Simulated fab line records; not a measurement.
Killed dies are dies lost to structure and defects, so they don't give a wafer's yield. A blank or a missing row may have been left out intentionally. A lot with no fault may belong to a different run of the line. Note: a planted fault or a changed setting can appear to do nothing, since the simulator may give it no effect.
fab line records	flow rit_cmos
[record] lots = 5	wafers = 23
route steps=202 shown REOX@101 NLDD@105 PLDD@122 SPACER@125 PSD@150 SDANNEAL@156 SILICIDE@162 M1@190
start_h: the number of hours between the record's first day and the start of the first shown wafer of the lot	wait_h: hours elapsed since this lot's preceding step	" the same as in the row above	L1.1+2: a row that stands for several wafers	- no value, or no start given	* or withheld: withheld	< > ~ a bound
route shown NAME@n: NAME is a module with steps in the file, n the number in the route of the first one	usual: average and standard deviation across the fault-free wafers	same: alike in all rows	chamber/n: place in a boat	sites: the reading at each site	_std_site: how widely they spread, as a standard deviation	_edge_site: mean of outer sites minus mean of inner sites	radius_mm: for every site, how far away it sits from the centre of the wafer	mask NAME#n: copy n	behind: tool/chamber where the wafer was last shaped	hold: why the lot was held/for how many hours/how that ended	device: the transistor (n, p or np) that didn't switch	end of line: tests run on the same wafers once the route is complete	a step without rows: its recipe alone	killed: dies lost to structure and defects at the first sort, not the wafer's yield	map: per-die view of a wafer (x killed, . not killed, _ where there is no die)
set.NAME: setting as actually run; set.NAME@STEP: the setting as run at that earlier step	model.NAME: the simulator's own value behind a step, which no gauge read
lots run with intentionally changed settings; tables by step, rows by wafer
[[steps]]
[step RIT_REOX_OXIDATION_03]
[recipe] temp_c = 900	ambient = O2	target_thk_a = 252	ox_time_s = 5580
lot.wafer	tool	chamber	start_h	wait_h	set.temp_c	model.SiO2_of_REOX_OXIDATION_03.thk_nm
L074.1	furnace-03	0	44.61	0.0	900	24.62
L074.2	"	0	"	"	900	24.51
L074.5	"	0	"	"	900	24.68
L075.1	-	-	-	0.0	922.6	31.65
L075.2	"	-	"	"	922.6	31.54
L075.4	"	-	"	"	922.6	31.26
L075.5	"	-	"	"	922.6	31.77
L075.6	"	-	"	"	922.6	31.58
L079.1	-	-	-	0.0	880.2	20.09
L079.2	"	-	"	"	880.2	20.17
L079.4+6	"	-	"	"	880.2	20.03
L079.5	"	-	"	"	880.2	19.82
L080.1	-	-	-	0.3	885.2	22.27
L080.2	"	-	"	"	885.2	21.79
L080.4	"	-	"	"	885.2	21.77
L080.5	"	-	"	"	885.2	22.05
L080.6	"	-	"	"	885.2	22.03
L085.1	-	-	-	0.6	920.9	30.66
L085.2	"	-	"	"	920.9	30.85
L085.3	"	-	"	"	920.9	30.3
L085.4	"	-	"	"	920.9	30.59
L085.6	"	-	"	"	920.9	30.52
[step RIT_REOX_THK_MEAS_04]
[recipe] reads = SiO2_of_REOX_OXIDATION_03
[usual] REOX_OXIDE_THK = 25.1/0.45
lot.wafer	tool	chamber	start_h	wait_h	set.temp_c@REOX_OXIDATION_03	REOX_OXIDE_THK[nm]
L074.1	film_metro-02	-	47.16	0.0	900	24.6
L074.2	"	-	"	"	900	24.5
L074.5	"	-	"	"	900	24.7
L075.1	film_metro-04	-	-	-	922.6	31.7
L075.2	"	-	"	"	922.6	31.5
L075.4	"	-	"	"	922.6	31.3
L075.5	"	-	"	"	922.6	31.8
L075.6	"	-	"	"	922.6	31.6
L079.1	film_metro-02	-	-	-	880.2	20.1
L079.2	"	-	"	"	880.2	20.1
L079.4	"	-	"	"	880.2	20.1
L079.5	"	-	"	"	880.2	19.8
L079.6	"	-	"	"	880.2	20.1
L080.1	film_metro-03	-	-	-	885.2	22.3
L080.2	"	-	"	"	885.2	21.8
L080.4	"	-	"	"	885.2	21.8
L080.5	"	-	"	"	885.2	22.0
L080.6	"	-	"	"	885.2	22.0
L085.1	film_metro-04	-	-	-	920.9	30.7
L085.2	"	-	"	"	920.9	30.8
L085.3	"	-	"	"	920.9	30.3
L085.4	"	-	"	"	920.9	30.6
L085.6	"	-	"	"	920.9	30.5
[step RIT_NLDD_SOFTBAKE_02]
[recipe] resist = NOVOLAK	temp_c = 90	time_s = 60
lot.wafer	tool	chamber	start_h	wait_h	set.time_s
L074.1+2+5	litho_track-04	0	47.52	0.1	60
L075.1+4+5	litho_track-02	0	47.68	0.1	66.56
L075.2+6	"	0	"	"	60
L079.1+2+6	litho_track-04	0	71.04	0.1	54.45
L079.4+5	"	0	"	"	60
L080.1+4+5	litho_track-04	0	73.37	0.1	60
L080.2+6	"	0	"	"	67.82
L085.1+2+3+4+6	litho_track-04	0	100.74	0.1	60
[step RIT_PLDD_IMPLANT_08]
[recipe] species = BF2	energy_kev = 20	dose_cm2 = 9e+14	tilt_deg = 7
lot.wafer	tool	chamber	start_h	wait_h	set.dose_cm2
L074.1+2+5	implanter-02	0	49.87	0.1	9e+14
L075.1+2+6	implanter-04	0	50.17	0.1	9e+14
L075.4+5	"	0	"	"	8.439e+14
L079.1+6	implanter-02	0	73.46	0.1	9.178e+14
L079.2+4+5	"	0	"	"	9e+14
L080.1+4+6	implanter-02	0	75.66	0.1	8.534e+14
L080.2+5	"	0	"	"	9e+14
L085.1+2+3+4+6	implanter-02	0	103.28	0.1	9e+14
[step RIT_PLDD_STRIP_09]
[recipe] chemistry = O2	time_s = 180	resist = NOVOLAK	platen_temp_c = withheld	power_w = 500	pressure_mtorr = 4000	o2_flow_sccm = 4000
[step RIT_PLDD_TW_MEAS_10]
[usual] PLDD_TW = 2354/12
lot.wafer	tool	chamber	start_h	wait_h	set.dose_cm2@PLDD_IMPLANT_08	PLDD_TW
L074.1	film_metro-02	-	50.19	0.1	9e+14	2358
L074.2	"	-	"	"	9e+14	2338
L074.5	"	-	"	"	9e+14	2341
L075.1	film_metro-04	-	50.49	0.1	9e+14	2366
L075.2	"	-	"	"	9e+14	2365
L075.4	"	-	"	"	8.439e+14	2323
L075.5	"	-	"	"	8.439e+14	2333
L075.6	"	-	"	"	9e+14	2353
L079.1	film_metro-01	-	73.79	0.1	9.178e+14	2380
L079.2	"	-	"	"	9e+14	2352
L079.4	"	-	"	"	9e+14	2353
L079.5	"	-	"	"	9e+14	2350
L079.6	"	-	"	"	9.178e+14	2361
L080.1	film_metro-02	-	75.98	0.1	8.534e+14	2325
L080.2	"	-	"	"	9e+14	2364
L080.4	"	-	"	"	8.534e+14	2342
L080.5	"	-	"	"	9e+14	2367
L080.6	"	-	"	"	8.534e+14	2327
L085.1	film_metro-04	-	103.61	0.1	9e+14	2320
L085.2	"	-	"	"	9e+14	2329
L085.3	"	-	"	"	9e+14	2329
L085.4	"	-	"	"	9e+14	2320
L085.6	"	-	"	"	9e+14	2320
[step RIT_SPACER_CLEAN_00]
[recipe] chemistry = SC1	mix = 3:3:50	time_s = 600	temp_c = 75
lot.wafer	tool	chamber	start_h	wait_h	set.temp_c@REOX_OXIDATION_03	model.SiO2_of_REOX_OXIDATION_03.thk_nm
L074.1	wet_bench-03	2	50.25	0.1	900	22.71
L074.2	"	2	"	"	900	22.62
L074.5	"	2	"	"	900	22.76
L075.1	wet_bench-03	2	50.55	0.1	922.6	29.22
L075.2	"	2	"	"	922.6	29.13
L075.4	"	2	"	"	922.6	28.86
L075.5	"	2	"	"	922.6	29.33
L075.6	"	2	"	"	922.6	29.16
L079.1	wet_bench-03	2	73.85	0.1	880.2	18.54
L079.2	"	2	"	"	880.2	18.59
L079.4	"	2	"	"	880.2	18.47
L079.5	"	2	"	"	880.2	18.28
L079.6	"	2	"	"	880.2	18.48
L080.1	wet_bench-02	1	76.04	0.1	885.2	20.55
L080.2	"	1	"	"	885.2	20.12
L080.4	"	1	"	"	885.2	20.09
L080.5	"	1	"	"	885.2	20.35
L080.6	"	1	"	"	885.2	20.33
L085.1	wet_bench-03	1	103.67	0.1	920.9	28.27
L085.2	"	1	"	"	920.9	28.46
L085.3	"	1	"	"	920.9	27.94
L085.4	"	1	"	"	920.9	28.2
L085.6	"	1	"	"	920.9	28.15
[step RIT_SPACER_CVD_03]
[recipe] material = Si3N4	target_thk_nm = 250	temp_c = 810	precursor = SiH2Cl2/NH3	time_s = 3300	pressure_mtorr = 300	sih2cl2_flow_sccm = 60	nh3_flow_sccm = 150
lot.wafer	tool	chamber	start_h	wait_h	set.pressure_mtorr	model.Si3N4_of_SPACER_CVD_03.thk_nm
L074.1	lpcvd-01	0	50.65	0.0	300	250.4
L074.2	"	0	"	"	300	250.7
L074.5	"	0	"	"	300	250.5
L075.1	-	-	-	0.0	275.3	243.1
L075.2	"	-	"	"	275.3	244.4
L075.4	"	-	"	"	275.3	243.2
L075.5	"	-	"	"	275.3	244.7
L075.6	"	-	"	"	275.3	245.2
L079.1	-	-	-	0.0	315.8	254.1
L079.2	"	-	"	"	315.8	255
L079.4	"	-	"	"	315.8	253.4
L079.5+6	"	-	"	"	315.8	255.7
L080.1	-	-	-	0.0	344.8	261.4
L080.2	"	-	"	"	344.8	258.4
L080.4	"	-	"	"	344.8	258.9
L080.5	"	-	"	"	344.8	259.3
L080.6	"	-	"	"	344.8	257.7
L085.1+6	-	-	-	0.0	285.7	244.5
L085.2	"	-	"	"	285.7	244.7
L085.3	"	-	"	"	285.7	243.4
L085.4	"	-	"	"	285.7	244.4
[step RIT_SPACER_THK_MEAS_04]
[recipe] reads = Si3N4_of_SPACER_CVD_03
[usual] SPACER_NITRIDE_THK = 249.6/1.8
lot.wafer	tool	chamber	start_h	wait_h	set.pressure_mtorr@SPACER_CVD_03	SPACER_NITRIDE_THK[nm]
L074.1	film_metro-01	-	52.57	0.0	300	250.5
L074.2	"	-	"	"	300	250.9
L074.5	"	-	"	"	300	250.6
L075.1	film_metro-02	-	-	-	275.3	243.0
L075.2	"	-	"	"	275.3	244.4
L075.4	"	-	"	"	275.3	243.0
L075.5	"	-	"	"	275.3	244.6
L075.6	"	-	"	"	275.3	245.4
L079.1	film_metro-03	-	-	-	315.8	254.0
L079.2	"	-	"	"	315.8	254.9
L079.4	"	-	"	"	315.8	253.3
L079.5	"	-	"	"	315.8	255.8
L079.6	"	-	"	"	315.8	256.0
L080.1	film_metro-03	-	-	-	344.8	261.5
L080.2	"	-	"	"	344.8	258.2
L080.4	"	-	"	"	344.8	259.0
L080.5	"	-	"	"	344.8	259.2
L080.6	"	-	"	"	344.8	257.9
L085.1	film_metro-02	-	-	-	285.7	244.4
L085.2	"	-	"	"	285.7	244.7
L085.3	"	-	"	"	285.7	243.5
L085.4	"	-	"	"	285.7	244.3
L085.6	"	-	"	"	285.7	244.6
[step RIT_SPACER_ETCHBACK_05]
[recipe] target_depth_a = 2500	SF6_flow_sccm = 30	CHF3_flow_sccm = 30	target = Si3N4	chemistry = SF6/CHF3	pressure_mtorr = 40	rf_w = 250	time_s = 240	stop_on = SiO2
lot.wafer	tool	chamber	start_h	wait_h	set.time_s	model.poly-Si_of_GATE_CVD_08.thk_nm	model.Si3N4_of_SPACER_CVD_03.thk_nm
L074.1	rie_diel-02	1	52.63	0.1	240	165	195.6
L074.2	"	2	"	"	240	166.3	196
L074.5	"	0	"	"	240	164.8	196.6
L075.1	rie_diel-04	3	52.93	0.1	258.4	125.6	186
L075.2	"	1	"	"	240	130.7	190.8
L075.4	"	0	"	"	258.4	125.1	186.2
L075.5	"	1	"	"	240	130.4	191.2
L075.6	"	2	"	"	240	131.9	192
L079.1	rie_diel-04	0	76.21	0.1	269.5	247	192.1
L079.2	"	3	"	"	240	256.8	199.7
L079.4	"	1	"	"	269.5	248.3	191.8
L079.5	"	1	"	"	269.5	248.4	193.9
L079.6	"	0	"	"	240	256	200.1
L080.1	rie_diel-02	0	78.38	0.1	240	107.3	205.4
L080.2	"	3	"	"	212.6	113	208.5
L080.4	"	2	"	"	212.6	113	208.7
L080.5	"	3	"	"	240	105.2	202.7
L080.6	"	0	"	"	212.6	113.7	208.9
L085.1	rie_diel-04	3	106.97	0.1	240	240.2	191.6
L085.2	"	0	"	"	240	239.6	191.5
L085.3	"	2	"	"	209.2	249.4	197.6
L085.4	"	1	"	"	209.2	250.9	198.5
L085.6	"	2	"	"	209.2	250.5	198.7
[step RIT_PSD_IMPLANT_08]
[recipe] species = BF2	energy_kev = 27	dose_cm2 = 5e+15	tilt_deg = 7
lot.wafer	tool	chamber	start_h	wait_h	set.dose_cm2
L074.1+2+5	implanter-01	0	55.76	0.2	5e+15
L075.1+2	implanter-01	0	55.95	0.1	4.67e+15
L075.4+5+6	"	0	"	"	5e+15
L079.1+5	implanter-04	0	79.07	0.1	5.222e+15
L079.2+4+6	"	0	"	"	5e+15
L080.1+4+5	implanter-03	0	81.24	0.1	4.781e+15
L080.2+6	"	0	"	"	5e+15
L085.1+2+6	implanter-03	0	109.91	0.1	5e+15
L085.3+4	"	0	"	"	4.82e+15
[step RIT_SDANNEAL_RTA_03]
[recipe] temp_c = 1050	time_s = 5	idle_temp_c = 600	ramp_up_c_per_s = 342	ramp_down_c_per_s = 171	cool_to_c = 600	ambient = N2
lot.wafer	tool	chamber	start_h	wait_h	set.time_s
L074.1+2+5	rtp_anneal-01	0	56.54	0.0	5
L075.1+2+4+5+6	rtp_anneal-02	0	56.70	0.0	5
L079.1+4	rtp_anneal-02	0	79.85	0.0	5
L079.2+5+6	"	0	"	"	5.431
L080.1+2+4	rtp_anneal-01	0	81.99	0.0	5.341
L080.5+6	"	0	"	"	5
L085.1+4+6	rtp_anneal-02	0	110.66	0.0	5
L085.2+3	"	0	"	"	5.575
[step RIT_SDANNEAL_RS_MEAS_06]
[recipe] thk_meas_gauge = four-point-probe
[usual] PLDD_RS = 178.5/0.52
lot.wafer	tool	chamber	start_h	wait_h	set.dose_cm2@PLDD_IMPLANT_08	PLDD_RS[ohm/sq]
L074.1	film_metro-02	-	56.84	0.1	9e+14	178.9
L074.2	"	-	"	"	9e+14	179.3
L074.5	"	-	"	"	9e+14	179.1
L075.1	film_metro-04	-	57.00	0.1	9e+14	178.3
L075.2	"	-	"	"	9e+14	177.7
L075.4	"	-	"	"	8.439e+14	184.2
L075.5	"	-	"	"	8.439e+14	183.9
L075.6	"	-	"	"	9e+14	177.8
L079.1	film_metro-01	-	80.15	0.1	9.178e+14	176.4
L079.2	"	-	"	"	9e+14	178.0
L079.4	"	-	"	"	9e+14	178.2
L079.5	"	-	"	"	9e+14	176.7
L079.6	"	-	"	"	9.178e+14	175.4
L080.1	film_metro-04	-	82.29	0.1	8.534e+14	182.6
L080.2	"	-	"	"	9e+14	178.1
L080.4	"	-	"	"	8.534e+14	182.1
L080.5	"	-	"	"	9e+14	178.7
L080.6	"	-	"	"	8.534e+14	183.9
L085.1	film_metro-01	-	110.96	0.1	9e+14	179.0
L085.2	"	-	"	"	9e+14	177.3
L085.3	"	-	"	"	9e+14	177.7
L085.4	"	-	"	"	9e+14	179.4
L085.6	"	-	"	"	9e+14	179.3
[step RIT_SILICIDE_SPUTTER_01]
[recipe] material = Ti	target_thk_nm = 30	power_w = 350	chamber_pressure_pa = 0.667	gas = Ar	time_s = 240	substrate_temp_c = 25
lot.wafer	tool	chamber	start_h	wait_h	set.chamber_pressure_pa
L074.1+2+5	pvd_sputter-04	-	57.09	0.0	0.667
L075.1+2+4+5+6	pvd_sputter-01	-	-	-	0.6107
L079.1+2+4+5+6	pvd_sputter-04	-	-	-	0.6411
L080.1+2+4+5+6	pvd_sputter-01	-	-	-	0.7034
L085.1+2+3+4+6	pvd_sputter-03	-	-	-	0.667
[step RIT_SILICIDE_RS_MEAS_02]
[recipe] thk_meas_gauge = four-point-probe	reads = Ti_of_SILICIDE_SPUTTER_01
[usual] SILICIDE_TI_RS = 47.9/0.75
lot.wafer	tool	chamber	start_h	wait_h	set.chamber_pressure_pa@SILICIDE_SPUTTER_01	SILICIDE_TI_RS[ohm/sq]
L074.1	film_metro-03	-	57.24	0.1	0.667	48.1
L074.2	"	-	"	"	0.667	48.1
L074.5	"	-	"	"	0.667	48.3
L075.1	film_metro-01	-	57.40	0.1	0.6107	39.0
L075.2	"	-	"	"	0.6107	38.5
L075.4	"	-	"	"	0.6107	39.5
L075.5	"	-	"	"	0.6107	39.3
L075.6	"	-	"	"	0.6107	39.8
L079.1	film_metro-03	-	80.55	0.1	0.6411	44.3
L079.2	"	-	"	"	0.6411	44.5
L079.4	"	-	"	"	0.6411	44.2
L079.5	"	-	"	"	0.6411	44.5
L079.6	"	-	"	"	0.6411	43.7
L080.1	film_metro-03	-	82.69	0.1	0.7034	52.8
L080.2	"	-	"	"	0.7034	52.9
L080.4	"	-	"	"	0.7034	52.1
L080.5	"	-	"	"	0.7034	52.7
L080.6	"	-	"	"	0.7034	52.9
L085.1	film_metro-03	-	111.36	0.1	0.667	48.0
L085.2	"	-	"	"	0.667	47.4
L085.3	"	-	"	"	0.667	48.6
L085.4	"	-	"	"	0.667	48.3
L085.6	"	-	"	"	0.667	47.7
[step RIT_M1_EXPOSE_06]
[recipe] mask_id = M12	na = 0.6	source_shape = conventional	sigma_outer = 0.5	target_cd_nm = 2600	dose_mj = 250
lot.wafer	tool	chamber	start_h	wait_h	mask	set.dose_mj
L074.1+2+5	iline_stepper-02	0	61.16	0.1	M12#0	250
L075.1+5	iline_stepper-01	0	61.69	0.2	M12#0	236.3
L075.2+4+6	"	0	"	"	M12#0	250
L079.1+2	iline_stepper-01	0	84.25	0.2	M12#0	250
L079.4+5+6	"	0	"	"	M12#0	259.4
L080.1+4+6	iline_stepper-02	0	86.34	0.2	M12#0	250
L080.2+5	"	0	"	"	M12#0	262
L085.1+2+4	iline_stepper-02	0	114.99	0.2	M12#0	250
L085.3+6	"	0	"	"	M12#0	259.3
[step RIT_M1_PEB_07]
[recipe] resist = NOVOLAK	temp_c = withheld	time_s = withheld
[step RIT_M1_DEVELOP_08]
[recipe] resist = NOVOLAK	develop_time_s = 68	dev_temp_c = 23
[step RIT_M1_CD_MEAS_09]
[recipe] target_cd_nm = 2600
[usual] cd_nm = 2599.7/1.7
lot.wafer	tool	chamber	start_h	wait_h	set.dose_mj@M1_EXPOSE_06	cd_nm
L074.1	cd_sem-01	-	61.79	-	250	2597.6
L074.2	"	-	"	"	250	2599.3
L074.5	"	-	"	"	250	2597.2
L075.1	cd_sem-01	-	62.12	-	236.3	2615.1
L075.2	"	-	"	"	250	2599.7
L075.4	"	-	"	"	250	2600.0
L075.5	"	-	"	"	236.3	2617.1
L075.6	"	-	"	"	250	2599.1
L079.1	cd_sem-02	-	84.68	-	250	2598.7
L079.2	"	-	"	"	250	2597.5
L079.4	"	-	"	"	259.4	2587.5
L079.5	"	-	"	"	259.4	2590.1
L079.6	"	-	"	"	259.4	2589.3
L080.1	cd_sem-02	-	86.77	-	250	2599.6
L080.2	"	-	"	"	262	2586.8
L080.4	"	-	"	"	250	2601.6
L080.5	"	-	"	"	262	2585.5
L080.6	"	-	"	"	250	2600.4
L085.1	cd_sem-02	-	115.42	-	250	2598.9
L085.2	"	-	"	"	250	2598.4
L085.3	"	-	"	"	259.3	2588.6
L085.4	"	-	"	"	250	2597.9
L085.6	"	-	"	"	259.3	2588.7
[step RIT_M1_METAL_ETCH_12]
[recipe] stop_on = SiO2	chemistry = Cl2/BCl3	target = Al	time_s = 165	over_etch_frac = 0.5	pressure_mtorr = 100	target_depth_a = 6000	rf_w = 250	Cl2_flow_sccm = 60	bcl3_flow_sccm = 50
lot.wafer	tool	chamber	start_h	wait_h	set.rf_w	set.dose_mj@M1_EXPOSE_06	model.M1.cd_nm	model.NOVOLAK_of_M1_COAT_04.thk_nm
L074.1	rie_metal-02	1	62.33	0.2	250	250	2596	799.4
L074.2	"	0	"	"	250	250	2600	807
L074.5	"	1	"	"	250	250	2597	801.1
L075.1	rie_metal-03	0	62.57	0.2	273.4	236.3	2610	770.8
L075.2	"	1	"	"	250	250	2599	800
L075.4	"	0	"	"	273.4	250	2596	771.7
L075.5	"	0	"	"	250	236.3	2617	800.8
L075.6	"	1	"	"	273.4	250	2594	770.9
L079.1	rie_metal-01	1	85.09	0.2	234.5	250	2602	827.5
L079.2	"	0	"	"	234.5	250	2599	832
L079.4	"	0	"	"	234.5	259.4	2589	830.7
L079.5	"	0	"	"	250	259.4	2590	807.1
L079.6	"	1	"	"	250	259.4	2589	805.4
L080.1	rie_metal-02	0	87.17	0.2	234	250	2602	833.5
L080.2	"	1	"	"	250	262	2585	806.6
L080.4	"	0	"	"	250	250	2600	809.7
L080.5	"	0	"	"	234	262	2587	829.3
L080.6	"	1	"	"	250	250	2599	804.4
L085.1	rie_metal-01	1	115.82	0.2	250	250	2598	793.8
L085.2	"	0	"	"	257.9	250	2595	796.3
L085.3	"	1	"	"	257.9	259.3	2586	786.9
L085.4	"	0	"	"	257.9	250	2596	802.8
L085.6	"	1	"	"	250	259.3	2588	801.8
[step RIT_M1_PROBE_99]
[usual] killed_at_contacts = 0.0/0.2	killed_at_front_end = 7/3	killed_dies = 7/3	killed_open = 3.2/2	killed_short = 3.6/2
[same] gross_dies = 264	killed_at_M0_to_M3 = 0	killed_at_M4_up = 0	killed_at_back_side = 0	killed_at_other = 0
lot.wafer	tool	chamber	start_h	wait_h	set.time_s@NLDD_SOFTBAKE_02	set.dose_cm2@PSD_IMPLANT_08	set.chamber_pressure_pa@SILICIDE_SPUTTER_01	killed_at_contacts	killed_at_front_end	killed_dies	killed_open	killed_short	model.etest.nmos_0p15.r_on_ohm_um	model.etest.nmos_0p3.r_on_ohm_um	model.etest.pmos_turned.r_on_ohm_um
L074.1	prober-01	-	64.59	0.1	60	5e+15	0.667	0	8	8	5	3	1112	2126	3346
L074.2	prober-01	-	64.64	0.1	60	5e+15	0.667	0	2	2	0	2	1108	2124	3332
L074.5	prober-01	-	64.79	0.2	60	5e+15	0.667	0	5	5	3	2	1081	2115	3317
L075.1	prober-02	-	66.09	0.1	66.56	4.67e+15	0.6107	0	11	11	0	6	-	-	-
L075.2	prober-02	-	66.14	0.1	60	4.67e+15	0.6107	0	7	7	3	4	1349	2345	4948
L075.4	prober-02	-	66.24	0.2	66.56	5e+15	0.6107	0	2	2	1	1	-	-	-
L075.5	prober-02	-	66.29	0.2	66.56	5e+15	0.6107	0	17	17	8	7	1266	2294	4965
L075.6	prober-02	-	66.34	0.2	60	5e+15	0.6107	0	10	10	7	3	1328	2285	4910
L079.1	prober-01	-	87.34	0.1	54.45	5.222e+15	0.6411	0	264	264	3	6	-	-	-
L079.2	prober-01	-	87.39	0.1	54.45	5e+15	0.6411	0	264	264	5	8	-	-	-
L079.4	prober-01	-	87.49	0.2	60	5e+15	0.6411	0	264	264	2	5	-	-	-
L079.5	prober-01	-	87.54	0.2	60	5.222e+15	0.6411	1	263	264	1	5	-	-	-
L079.6	prober-01	-	87.59	0.2	54.45	5e+15	0.6411	0	264	264	6	2	-	-	-
L080.1	prober-02	-	89.43	0.1	60	4.781e+15	0.7034	0	9	9	4	5	1062	2068	2947
L080.2	prober-02	-	89.48	0.1	67.82	5e+15	0.7034	0	6	6	3	3	987.9	1983	2870
L080.4	prober-02	-	89.58	0.2	60	4.781e+15	0.7034	0	9	9	6	3	1043	2032	3059
L080.5	prober-02	-	89.63	0.2	60	4.781e+15	0.7034	0	3	3	1	2	1030	2042	2856
L080.6	prober-02	-	89.68	0.2	67.82	5e+15	0.7034	0	10	10	2	5	943	1994	2803
L085.1	prober-01	-	118.25	0.1	60	5e+15	0.667	0	238	238	3	3	-	-	-
L085.2	prober-01	-	118.30	0.1	60	5e+15	0.667	0	263	263	3	3	-	-	-
L085.3	prober-01	-	118.35	0.2	60	4.82e+15	0.667	0	263	263	3	3	-	-	-
L085.4	prober-01	-	118.40	0.2	60	4.82e+15	0.667	0	226	226	0	6	3263	4391	-
L085.6	prober-01	-	118.50	0.2	60	5e+15	0.667	1	263	264	4	2	-	-	-
// killed by level:class
L074.1 GATE:geometric_particle:open=2 REOX:geometric_particle:open=2 SILICIDE:geometric_particle:short=2 GATE:geometric_particle:short=1 SILICIDE:geometric_particle:open=1
L074.2 FOX1:geometric_particle:short=1 GATE:geometric_particle:short=1
L074.5 GATE:geometric_particle:short=2 REOX:geometric_particle:open=2 GATE:geometric_particle:open=1
L075.1 GATE:area_expose=5 REOX:geometric_particle:short=2 FOX1:geometric_particle:short=1 GATE:geometric_particle:short=1 SPACER:geometric_particle:short=1 SILICIDE:geometric_particle:short=1
L075.2 GATE:geometric_particle:short=3 SILICIDE:geometric_particle:open=2 REOX:geometric_particle:open=1 SILICIDE:geometric_particle:short=1
L075.4 FOX2:geometric_particle:short=1 SILICIDE:geometric_particle:open=1
L075.5 REOX:geometric_particle:short=4 GATE:geometric_particle:open=3 REOX:geometric_particle:open=3 GATE:geometric_particle:short=2 GATE:area_expose=2 FOX1:geometric_particle:open=1 FOX2:geometric_particle:open=1 SPACER:geometric_particle:short=1
L075.6 FOX2:geometric_particle:open=2 FOX2:geometric_particle:short=2 GATE:geometric_particle:open=2 REOX:geometric_particle:open=2 GATE:geometric_particle:short=1 SPACER:geometric_particle:open=1
L079.1 GATE:area_expose=233 GATE:area_etch=22 FOX1:geometric_particle:short=2 GATE:geometric_particle:short=2 GATE:geometric_particle:open=2 SPACER:geometric_particle:short=1 SILICIDE:geometric_particle:short=1 SILICIDE:geometric_particle:open=1
L079.2 GATE:area_etch=251 GATE:geometric_particle:short=5 GATE:geometric_particle:open=3 FOX1:geometric_particle:short=2 FOX1:geometric_particle:open=1 REOX:geometric_particle:short=1 SPACER:geometric_particle:open=1
L079.4 GATE:area_expose=216 GATE:area_etch=41 SILICIDE:geometric_particle:short=3 GATE:geometric_particle:short=2 REOX:geometric_particle:open=1 SILICIDE:geometric_particle:open=1
L079.5 GATE:area_etch=258 GATE:geometric_particle:short=2 FOX1:geometric_particle:short=1 REOX:geometric_particle:short=1 SILICIDE:geometric_particle:open=1 CONTACT:geometric_particle:short=1
L079.6 GATE:area_etch=256 REOX:geometric_particle:open=3 FOX1:geometric_particle:open=2 REOX:geometric_particle:short=1 SPACER:geometric_particle:open=1 SILICIDE:geometric_particle:short=1
L080.1 GATE:geometric_particle:short=3 GATE:geometric_particle:open=2 FOX1:geometric_particle:open=1 REOX:geometric_particle:open=1 REOX:geometric_particle:short=1 SPACER:geometric_particle:short=1
L080.2 REOX:geometric_particle:open=2 REOX:geometric_particle:short=2 GATE:geometric_particle:short=1 SPACER:geometric_particle:open=1
L080.4 GATE:geometric_particle:open=3 SILICIDE:geometric_particle:open=3 GATE:geometric_particle:short=1 REOX:geometric_particle:short=1 SILICIDE:geometric_particle:short=1
L080.5 GATE:geometric_particle:short=2 SPACER:geometric_particle:open=1
L080.6 SPACER:area_etchback=3 REOX:geometric_particle:short=2 SILICIDE:geometric_particle:short=2 FOX2:geometric_particle:short=1 GATE:geometric_particle:open=1 REOX:geometric_particle:open=1
L085.1 GATE:area_etch=232 FOX2:geometric_particle:short=2 GATE:geometric_particle:open=2 FOX1:geometric_particle:short=1 SILICIDE:geometric_particle:open=1
L085.2 GATE:area_etch=257 SPACER:geometric_particle:short=2 SILICIDE:geometric_particle:open=2 SPACER:geometric_particle:open=1 SILICIDE:geometric_particle:short=1
L085.3 GATE:area_etch=257 FOX2:geometric_particle:open=1 GATE:geometric_particle:short=1 GATE:geometric_particle:open=1 SPACER:geometric_particle:short=1 SILICIDE:geometric_particle:open=1 SILICIDE:geometric_particle:short=1
L085.4 GATE:area_etch=218 SILICIDE:geometric_particle:short=4 GATE:area_expose=2 FOX1:geometric_particle:short=1 GATE:geometric_particle:short=1
L085.6 GATE:area_etch=257 GATE:geometric_particle:short=2 GATE:geometric_particle:open=2 FOX1:geometric_particle:open=1 CONTACT:geometric_particle:open=1 GATE:area_expose=1
[[key]]
[split] step = RIT_REOX_OXIDATION_03	setting = temp_c	stated = 900	by = lot
[response] step = RIT_REOX_OXIDATION_03	reading = model.SiO2_of_REOX_OXIDATION_03.thk_nm	change = +2.34	per = 1%	r = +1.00
[response] step = RIT_REOX_THK_MEAS_04	reading = REOX_OXIDE_THK	change = +2.34	per = 1%	r = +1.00
[response] step = RIT_SPACER_CLEAN_00	reading = model.SiO2_of_REOX_OXIDATION_03.thk_nm	change = +2.16	per = 1%	r = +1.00
[split] step = RIT_NLDD_SOFTBAKE_02	setting = time_s	stated = 60	by = wafer
[response] step = RIT_M1_PROBE_99	reading = model.etest.nmos_0p15.r_on_ohm_um	change = -6.24	per = 1%	r = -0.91
[split] step = RIT_PLDD_IMPLANT_08	setting = dose_cm2	stated = 9e+14	by = wafer
[response] step = RIT_PLDD_TW_MEAS_10	reading = PLDD_TW	change = +6.1	per = 1%	r = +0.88
[response] step = RIT_SDANNEAL_RS_MEAS_06	reading = PLDD_RS	change = -0.928	per = 1%	r = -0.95
[split] step = RIT_SPACER_CVD_03	setting = pressure_mtorr	stated = 300	by = lot
[response] step = RIT_SPACER_CVD_03	reading = model.Si3N4_of_SPACER_CVD_03.thk_nm	change = +0.706	per = 1%	r = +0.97
[response] step = RIT_SPACER_THK_MEAS_04	reading = SPACER_NITRIDE_THK	change = +0.707	per = 1%	r = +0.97
[split] step = RIT_SPACER_ETCHBACK_05	setting = time_s	stated = 240	by = wafer
[response] step = RIT_SPACER_ETCHBACK_05	reading = model.poly-Si_of_GATE_CVD_08.thk_nm	change = -0.716	per = 1%	r = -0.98
[response] step = RIT_SPACER_ETCHBACK_05	reading = model.Si3N4_of_SPACER_CVD_03.thk_nm	change = -0.534	per = 1%	r = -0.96
[split] step = RIT_PSD_IMPLANT_08	setting = dose_cm2	stated = 5e+15	by = wafer
[response] step = RIT_M1_PROBE_99	reading = model.etest.nmos_0p3.r_on_ohm_um	change = -10.7	per = 1%	r = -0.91
[split] step = RIT_SDANNEAL_RTA_03	setting = time_s	stated = 5	by = wafer
response none clear
[split] step = RIT_SILICIDE_SPUTTER_01	setting = chamber_pressure_pa	stated = 0.667	by = lot
[response] step = RIT_SILICIDE_RS_MEAS_02	reading = SILICIDE_TI_RS	change = +0.971	per = 1%	r = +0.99
[response] step = RIT_M1_PROBE_99	reading = model.etest.pmos_turned.r_on_ohm_um	change = -146	per = 1%	r = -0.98
[split] step = RIT_M1_EXPOSE_06	setting = dose_mj	stated = 250	by = wafer
[response] step = RIT_M1_CD_MEAS_09	reading = cd_nm	change = -2.84	per = 1%	r = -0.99
[response] step = RIT_M1_METAL_ETCH_12	reading = model.M1.cd_nm	change = -2.91	per = 1%	r = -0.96
[split] step = RIT_M1_METAL_ETCH_12	setting = rf_w	stated = 250	by = wafer
[response] step = RIT_M1_METAL_ETCH_12	reading = model.NOVOLAK_of_M1_COAT_04.thk_nm	change = -3.31	per = 1%	r = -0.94
